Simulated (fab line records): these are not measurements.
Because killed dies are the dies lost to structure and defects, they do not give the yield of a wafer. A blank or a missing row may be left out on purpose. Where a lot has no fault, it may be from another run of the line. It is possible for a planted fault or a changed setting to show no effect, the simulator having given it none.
fab line records	flow rit-cmos
record lots=14	wafers=42	last-day=7
route steps=202 shown NWELL@29 PWELL@45 NRETRO@59 M1@185
lots with no fault: from the same line, run without faults
start-h: start of the lot's first displayed wafer, in hours after the record's first day	wait-h: time in hours since the lot's previous step	" same as the row above	L1.1+2: a single row standing in for several wafers	- no value, or no start was given	* or withheld: withheld	< > ~ a bound
route shown NAME@n: names a module that has steps shown in the file, with the first one's number in the route	usual: average and standard deviation across the fault-free wafers	same: alike in all rows	chamber/n: place in a boat	sites: each site's reading	_std_site: the values' standard deviation	_edge_site: mean of outer sites minus mean of inner sites	radius-mm: how far each site lies from the wafer's centre	mask NAME#n: copy n	behind: the last tool/chamber to shape the wafer	hold: reason for holding the lot/hours on hold/outcome of the hold	device: whichever transistor did not switch (one of n, p or np)	end of line: tests of these same wafers at the route's end	step lacking rows: just its recipe	killed: at the first sort, the dies lost to defects and structure; wafer yield is something else	map: a wafer's dies, x killed, . not, _ none there
set.NAME: the run value of the setting; set.NAME@STEP: its run value at that earlier step	model.NAME: the simulator's own value behind a step, which no gauge read
a sample of lots followed through the steps of the route, with each step as a table and each wafer as a row
## steps
# step RIT_NWELL_COAT_01
# recipe resist=NOVOLAK	spin-rpm=2000	resist-thk-nm=1300
# usual chill-plate-temp-C=23.02/0.12	dispense-pressure-kPa=50.0/0.56
lot.wafer	tool	chamber	start-h	wait-h	chill-plate-temp-C	dispense-pressure-kPa
L831.1	litho-track-01	0	19.90	0.1	23.14	50.6
L831.3	"	0	"	"	23.28	50.6
L831.5	"	0	"	"	23.19	50.6
L832.1	litho-track-02	0	26.55	0.1	23.13	50.2
L832.2	"	0	"	"	23.01	50.3
L832.4	"	0	"	"	22.96	50.3
L833.2	litho-track-04	0	30.44	0.1	22.80	49.3
L833.3	"	0	"	"	22.80	49.4
L833.4	"	0	"	"	22.70	49.3
L834.1	litho-track-01	0	36.98	0.1	22.95	50.6
L834.4	"	0	"	"	22.94	50.6
L834.6	"	0	"	"	22.83	50.6
L835.1	litho-track-04	0	39.63	0.1	22.94	49.4
L835.3	"	0	"	"	23.08	49.3
L835.4	"	0	"	"	23.04	49.4
L837.2	litho-track-01	0	50.74	0.1	22.90	50.6
L837.3	"	0	"	"	22.89	50.6
L837.4	"	0	"	"	22.82	50.6
L838.3	litho-track-04	0	54.91	0.1	23.12	49.3
L838.4	"	0	"	"	23.10	49.4
L838.5	"	0	"	"	23.08	49.4
L839.1	litho-track-04	0	59.52	0.1	23.06	49.4
L839.4	"	0	"	"	23.06	49.4
L839.6	"	0	"	"	23.07	49.4
L840.1	litho-track-04	-	65.37	0.1	-	-
L840.2	"	-	"	"	-	-
L840.4	"	-	"	"	-	-
L841.2	litho-track-01	-	69.65	0.1	-	-
L841.3	"	-	"	"	-	-
L841.4	"	-	"	"	-	-
L842.1	litho-track-02	0	75.28	0.1	23.10	50.2
L842.5	"	0	"	"	23.11	50.2
L842.6	"	0	"	"	22.87	50.2
L852.1	litho-track-04	0	125.19	0.1	23.17	49.3
L852.2	"	0	"	"	23.09	49.4
L852.5	"	0	"	"	22.99	49.4
L853.1	litho-track-04	0	129.51	0.1	23.16	49.4
L853.2	"	0	"	"	23.12	49.4
L853.6	"	0	"	"	23.07	49.4
L854.2	litho-track-04	0	135.88	0.1	23.02	49.4
L854.4	"	0	"	"	23.16	49.4
L854.5	"	0	"	"	23.11	49.3
# step RIT_NWELL_OVL_MEAS_06
# usual NWELL_OVL=0.9/1.5
lot.wafer	tool	chamber	start-h	wait-h	NWELL_OVL[nm]
L831.1	overlay-01	-	20.75	-	3.1
L831.3	"	-	"	"	2.5
L831.5	"	-	"	"	3.2
L832.1	overlay-01	-	27.41	-	3.1
L832.2	"	-	"	"	1.2
L832.4	"	-	"	"	1.0
L833.2	overlay-02	-	31.15	-	0.2
L833.3	"	-	"	"	-0.8
L833.4	"	-	"	"	-0.1
L834.1	overlay-01	-	37.85	-	2.8
L834.4	"	-	"	"	1.9
L834.6	"	-	"	"	2.6
L835.1	overlay-01	-	40.49	-	1.0
L835.3	"	-	"	"	0.6
L835.4	"	-	"	"	0.2
L837.2	overlay-02	-	51.58	-	-1.4
L837.3	"	-	"	"	-0.3
L837.4	"	-	"	"	-1.1
L838.3	overlay-02	-	55.60	-	-1.9
L838.4	"	-	"	"	-1.6
L838.5	"	-	"	"	-0.3
L839.1	overlay-02	-	60.38	-	-1.1
L839.4	"	-	"	"	-1.4
L839.6	"	-	"	"	0.6
L840.1	overlay-01	-	66.10	-	-
L840.2	"	-	"	"	-
L840.4	"	-	"	"	-
L841.2	overlay-02	-	70.36	-	-
L841.3	"	-	"	"	-
L841.4	"	-	"	"	-
L842.1	overlay-02	-	76.13	-	1.8
L842.5	"	-	"	"	2.7
L842.6	"	-	"	"	0.0
L852.1	overlay-01	-	125.92	-	-0.6
L852.2	"	-	"	"	-0.1
L852.5	"	-	"	"	0.0
L853.1	overlay-02	-	130.37	-	0.8
L853.2	"	-	"	"	1.2
L853.6	"	-	"	"	2.6
L854.2	overlay-02	-	136.83	-	1.4
L854.4	"	-	"	"	0.7
L854.5	"	-	"	"	0.1
# step RIT_PWELL_OVL_MEAS_06
# usual PWELL_OVL=-0.2/1.1
lot.wafer	tool	chamber	start-h	wait-h	PWELL_OVL[nm]
L831.1	overlay-02	-	22.43	-	-1.9
L831.3	"	-	"	"	-0.9
L831.5	"	-	"	"	-2.8
L832.1	overlay-01	-	28.98	-	1.7
L832.2	"	-	"	"	-1.5
L832.4	"	-	"	"	0.8
L833.2	overlay-01	-	32.83	-	0.2
L833.3	"	-	"	"	-0.3
L833.4	"	-	"	"	1.3
L834.1	overlay-01	-	39.52	-	1.1
L834.4	"	-	"	"	-0.3
L834.6	"	-	"	"	0.2
L835.1	overlay-01	-	42.04	-	2.8
L835.3	"	-	"	"	1.8
L835.4	"	-	"	"	2.5
L837.2	overlay-02	-	53.13	-	0.0
L837.3	"	-	"	"	0.0
L837.4	"	-	"	"	0.5
L838.3	overlay-01	-	57.28	-	-2.1
L838.4	"	-	"	"	-2.0
L838.5	"	-	"	"	-1.7
L839.1	overlay-02	-	62.09	-	-0.6
L839.4	"	-	"	"	0.4
L839.6	"	-	"	"	0.3
L840.1	overlay-01	-	67.65	-	-1.2
L840.2	"	-	"	"	-0.8
L840.4	"	-	"	"	-2.0
L841.2	overlay-02	-	71.91	-	-0.5
L841.3	"	-	"	"	0.5
L841.4	"	-	"	"	-0.8
L842.1	overlay-01	-	77.87	-	1.6
L842.5	"	-	"	"	0.6
L842.6	"	-	"	"	0.3
L852.1	overlay-01	-	127.53	-	-0.3
L852.2	"	-	"	"	1.1
L852.5	"	-	"	"	0.3
L853.1	overlay-02	-	132.08	-	-1.1
L853.2	"	-	"	"	-1.3
L853.6	"	-	"	"	0.0
L854.2	overlay-02	-	138.38	-	0.1
L854.4	"	-	"	"	-0.9
L854.5	"	-	"	"	-0.2
# step RIT_PWELL_TW_MEAS_10
# usual PWELL_TW=960/4.1
lot.wafer	tool	chamber	start-h	wait-h	PWELL_TW
L831.1	film-metro-02	-	23.04	0.1	960
L831.3	"	-	"	"	956
L831.5	"	-	"	"	957
L832.1	film-metro-04	-	29.59	0.1	962
L832.2	"	-	"	"	955
L832.4	"	-	"	"	958
L833.2	film-metro-02	-	33.44	0.1	958
L833.3	"	-	"	"	960
L833.4	"	-	"	"	962
L834.1	film-metro-02	-	40.30	0.1	962
L834.4	"	-	"	"	963
L834.6	"	-	"	"	958
L835.1	film-metro-04	-	42.65	0.1	954
L835.3	"	-	"	"	953
L835.4	"	-	"	"	960
L837.2	film-metro-04	-	53.74	0.1	957
L837.3	"	-	"	"	956
L837.4	"	-	"	"	950
L838.3	film-metro-02	-	57.90	0.1	964
L838.4	"	-	"	"	961
L838.5	"	-	"	"	964
L839.1	film-metro-04	-	62.70	0.1	957
L839.4	"	-	"	"	958
L839.6	"	-	"	"	955
L840.1	film-metro-02	-	68.28	0.1	2208
L840.2	"	-	"	"	2222
L840.4	"	-	"	"	2215
L841.2	film-metro-03	-	72.52	0.1	2227
L841.3	"	-	"	"	2218
L841.4	"	-	"	"	2222
L842.1	film-metro-04	-	78.48	0.1	957
L842.5	"	-	"	"	961
L842.6	"	-	"	"	956
L852.1	film-metro-03	-	128.15	0.1	963
L852.2	"	-	"	"	960
L852.5	"	-	"	"	964
L853.1	film-metro-02	-	132.70	0.1	953
L853.2	"	-	"	"	952
L853.6	"	-	"	"	951
L854.2	film-metro-02	-	139.00	0.1	959
L854.4	"	-	"	"	959
L854.5	"	-	"	"	957
# step RIT_NRETRO_OVL_MEAS_06
# usual NRETRO_OVL=-1.0/1.4
lot.wafer	tool	chamber	start-h	wait-h	NRETRO_OVL[nm]
L831.1	overlay-01	-	30.20	-	-1.0
L831.3	"	-	"	"	-1.8
L831.5	"	-	"	"	-1.2
L832.1	overlay-01	-	35.98	-	0.7
L832.2	"	-	"	"	-1.0
L832.4	"	-	"	"	-1.8
L833.2	overlay-02	-	40.20	-	-4.5
L833.3	"	-	"	"	-4.8
L833.4	"	-	"	"	-4.2
L834.1	overlay-02	-	48.01	-	-1.5
L834.4	"	-	"	"	-2.2
L834.6	"	-	"	"	-2.2
L835.1	overlay-02	-	49.19	-	-0.1
L835.3	"	-	"	"	-1.2
L835.4	"	-	"	"	-1.1
L837.2	overlay-01	-	60.15	-	-0.3
L837.3	"	-	"	"	-2.0
L837.4	"	-	"	"	-1.9
L838.3	overlay-01	-	64.58	-	-3.6
L838.4	"	-	"	"	-2.1
L838.5	"	-	"	"	-2.4
L839.1	overlay-01	-	69.09	-	-0.6
L839.4	"	-	"	"	-0.2
L839.6	"	-	"	"	0.0
L840.1	overlay-02	-	74.67	-	-2.4
L840.2	"	-	"	"	-2.3
L840.4	"	-	"	"	-2.8
L841.2	overlay-01	-	78.91	-	-0.2
L841.3	"	-	"	"	-0.8
L841.4	"	-	"	"	0.3
L842.1	overlay-01	-	84.75	-	1.0
L842.5	"	-	"	"	0.1
L842.6	"	-	"	"	0.7
L852.1	overlay-02	-	134.57	-	-2.3
L852.2	"	-	"	"	-0.7
L852.5	"	-	"	"	-1.9
L853.1	overlay-02	-	139.08	-	0.1
L853.2	"	-	"	"	0.4
L853.6	"	-	"	"	0.6
L854.2	overlay-02	-	145.47	-	1.1
L854.4	"	-	"	"	0.1
L854.5	"	-	"	"	-0.2
# step RIT_M1_RS_MEAS_01
# recipe thk-meas-gauge=four-point-probe	reads=Al_of_M1_SPUTTER_00
# usual M1_AL_RS=0.0729/0.0008
lot.wafer	tool	chamber	start-h	wait-h	M1_AL_RS[ohm/sq]
L831.1	film-metro-01	-	54.77	0.1	0.0719
L831.3	"	-	"	"	0.0723
L831.5	"	-	"	"	0.0720
L832.1	film-metro-02	-	59.33	0.1	0.0730
L832.2	"	-	"	"	0.0730
L832.4	"	-	"	"	0.0732
L833.2	film-metro-02	-	64.46	0.2	0.0720
L833.3	"	-	"	"	0.0718
L833.4	"	-	"	"	0.0728
L834.1	film-metro-04	-	72.34	0.1	0.0732
L834.4	"	-	"	"	0.0737
L834.6	"	-	"	"	0.0738
L835.1	film-metro-02	-	74.33	0.1	0.0712
L835.3	"	-	"	"	0.0715
L835.4	"	-	"	"	0.0714
L837.2	film-metro-02	-	83.76	0.2	0.0718
L837.3	"	-	"	"	0.0712
L837.4	"	-	"	"	0.0720
L838.3	film-metro-01	-	87.83	0.2	0.0736
L838.4	"	-	"	"	0.0732
L838.5	"	-	"	"	0.0730
L839.1	film-metro-04	-	93.36	0.1	0.0717
L839.4	"	-	"	"	0.0724
L839.6	"	-	"	"	0.0722
L840.1	film-metro-04	-	99.75	0.1	0.0738
L840.2	"	-	"	"	0.0730
L840.4	"	-	"	"	0.0734
L841.2	film-metro-01	-	102.88	0.2	0.0721
L841.3	"	-	"	"	0.0729
L841.4	"	-	"	"	0.0725
L842.1	film-metro-01	-	107.80	0.1	0.0741
L842.5	"	-	"	"	0.0735
L842.6	"	-	"	"	0.0742
L852.1	film-metro-01	-	158.43	0.1	0.0737
L852.2	"	-	"	"	0.0742
L852.5	"	-	"	"	0.0736
L853.1	film-metro-04	-	162.04	0.1	0.0741
L853.2	"	-	"	"	0.0740
L853.6	"	-	"	"	0.0746
L854.2	film-metro-04	-	169.80	0.2	0.0722
L854.4	"	-	"	"	0.0729
L854.5	"	-	"	"	0.0723
## key
first-sign step=RIT_NWELL_COAT_01	reading=tool-record	direction=missing
effect step=RIT_NWELL_OVL_MEAS_06	reading=NWELL_OVL	direction=missing
effect step=RIT_PWELL_TW_MEAS_10	reading=PWELL_TW	direction=up	sigmas=99+	usual=960	struck=2219
met-at RIT_NWELL_COAT_01
struck-lots L840,L841
sort-left-out L840.1,L840.2,L840.4,L841.2,L841.3,L841.4
tester-left-out L840,L841
not-acting-at RIT_PWELL_OVL_MEAS_06,RIT_NRETRO_OVL_MEAS_06,RIT_M1_RS_MEAS_01
onset-between 59.52 65.37
fault kind=skipped-step-whole	tool=litho-track-01,litho-track-04	chamber=-	onset-h=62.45	steps=RIT_NWELL_COAT_01	scope=struck-lots-only
# tester-left-out: of these lots the tester's yield and bins aren't shown, on N5 and GAA mostly nor the transistor test; their killed dies are dies lost to structure and defects alone, not to doping, threshold or leakage, so they don't give the yield
# sort-left-out: the simulated sort isn't trusted on such a fault, so these wafers' sort isn't shown, and their yield isn't known
